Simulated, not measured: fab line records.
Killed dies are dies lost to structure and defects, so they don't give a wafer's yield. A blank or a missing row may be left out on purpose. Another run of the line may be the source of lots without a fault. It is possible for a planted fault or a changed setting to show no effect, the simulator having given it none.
The tool behind it: which one? :: flow rit_cmos :: 42 wafers from 14 lots sampled at 2 of the route's 202 steps

WHAT THE GAUGES SHOWED, per wafer
RIT_ACTIVE_THK_MEAS_02.
lot: L244
measured: day 1 16:05
on: film_metro-04
ACTIVE_OXIDE_THK (nm): 46.5 47.3 46.8

lot: L246
measured: day 1 22:20
on: film_metro-04
ACTIVE_OXIDE_THK (nm): 46.1 46.2 46.6

lot: L248
measured: day 2 10:05
on: film_metro-02
ACTIVE_OXIDE_THK (nm): 45.3 45.2 45.7

lot: L249
measured: day 2 13:05
on: film_metro-03
ACTIVE_OXIDE_THK (nm): 46.3 45.9 45.9

lot: L250
measured: day 2 18:08
on: film_metro-02
ACTIVE_OXIDE_THK (nm): 45.0 45.4 45.1

lot: L251
measured: day 3 00:16
on: film_metro-03
ACTIVE_OXIDE_THK (nm): 47.8 47.8 47.4

lot: L256
measured: day 4 01:28
on: film_metro-02
ACTIVE_OXIDE_THK (nm): 46.4 46.8 46.5

lot: L260
measured: day 5 01:05
on: film_metro-02
ACTIVE_OXIDE_THK (nm): 53.5 53.8 53.2

lot: L261
measured: day 5 01:05
on: film_metro-03
ACTIVE_OXIDE_THK (nm): 54.1 53.3 53.7

lot: L262
measured: day 5 06:04
on: film_metro-03
ACTIVE_OXIDE_THK (nm): 47.8 46.4 46.5

lot: L263
measured: day 5 11:36
on: film_metro-03
ACTIVE_OXIDE_THK (nm): 46.1 46.7 46.4

lot: L265
measured: day 5 21:11
on: film_metro-04
ACTIVE_OXIDE_THK (nm): 47.1 48.2 46.2

lot: L266
measured: day 6 02:28
on: film_metro-02
ACTIVE_OXIDE_THK (nm): 47.8 46.9 48.0

lot: L267
measured: day 6 07:12
on: film_metro-02
ACTIVE_OXIDE_THK (nm): 46.0 46.1 46.1

EACH LOT AND THE TOOL THAT RAN IT (in order: tool; ch and the chambers of the sampled wafers; start)
lot: L244
RIT_ACTIVE_OXIDATION_01: furnace-03 ch 0, day 1 14:08

lot: L246
RIT_ACTIVE_OXIDATION_01: furnace-03 ch 0, day 1 20:23

lot: L248
RIT_ACTIVE_OXIDATION_01: furnace-04 ch 0, day 2 08:08

lot: L249
RIT_ACTIVE_OXIDATION_01: furnace-04 ch 0, day 2 11:08

lot: L250
RIT_ACTIVE_OXIDATION_01: furnace-04 ch 0, day 2 16:13

lot: L251
RIT_ACTIVE_OXIDATION_01: furnace-01 ch 0, day 2 22:20

lot: L256
RIT_ACTIVE_OXIDATION_01: furnace-01 ch 0, day 3 23:30

lot: L260
RIT_ACTIVE_OXIDATION_01: furnace-01 ch 0, day 4 23:08

lot: L261
RIT_ACTIVE_OXIDATION_01: furnace-01 ch 0, day 4 23:08

lot: L262
RIT_ACTIVE_OXIDATION_01: furnace-03 ch 0, day 5 04:07

lot: L263
RIT_ACTIVE_OXIDATION_01: furnace-04 ch 0, day 5 09:40

lot: L265
RIT_ACTIVE_OXIDATION_01: furnace-04 ch 0, day 5 19:14

lot: L266
RIT_ACTIVE_OXIDATION_01: furnace-04 ch 0, day 6 00:31

lot: L267
RIT_ACTIVE_OXIDATION_01: furnace-04 ch 0, day 6 05:16
- RIT_ACTIVE_OXIDATION_01: target thk 46.8 nm, ox time 3360 s.

AS READ BY THE TOOLS THEMSELVES (means over the sampled wafers that have a number; for cases with no such wafer, the mark the record gives instead)
The record holds no such reading with a usual standard deviation.

THE ANSWER, worked out from the rows above alone
Rule: the lots themselves supply what counts as usual. The widest of any qualifying gaps counts: lots, ordered by their means at a reading, are off when they make up no more than a third of the lots, leave a main group of 4 or more, and stand apart from it by 3 or more times the standard deviation of that group's means. If all means in a main group match to the digits the tables above print for the reading, that group is not used. Also off: a lot with no number at a reading for which 4 or more lots have one. Any other lot the step has rows for is counted as sound. First the gauges in route order, then the tools' own readings, where a lot's mean is used as printed above. The first step at which some lot is off is used, and at that step the reading that is off furthest; a lot without a number counts as furthest.
Off: L260, L261, at RIT_ACTIVE_THK_MEAS_02 (ACTIVE_OXIDE_THK). Main group: mean 46.5 nm, sd 0.75.
A tool fits if, at a process step before that reading, it ran every lot that is off, and no sound lot after the first of them. Those tools and the gauges at RIT_ACTIVE_THK_MEAS_02 are tried in the same way. One fits: RIT_ACTIVE_OXIDATION_01 on furnace-01. A fault onset in the window from L256 (day 3 23:30, its last sound lot) to L260 (day 4 23:08, its first lot off) fits.

WHAT THE SIMULATOR HAD INSERTED
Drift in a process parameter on furnace-01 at RIT_ACTIVE_OXIDATION_01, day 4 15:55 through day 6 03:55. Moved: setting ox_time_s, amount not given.
Lots struck among those shown: L260, L261. The same result came from the rule above.
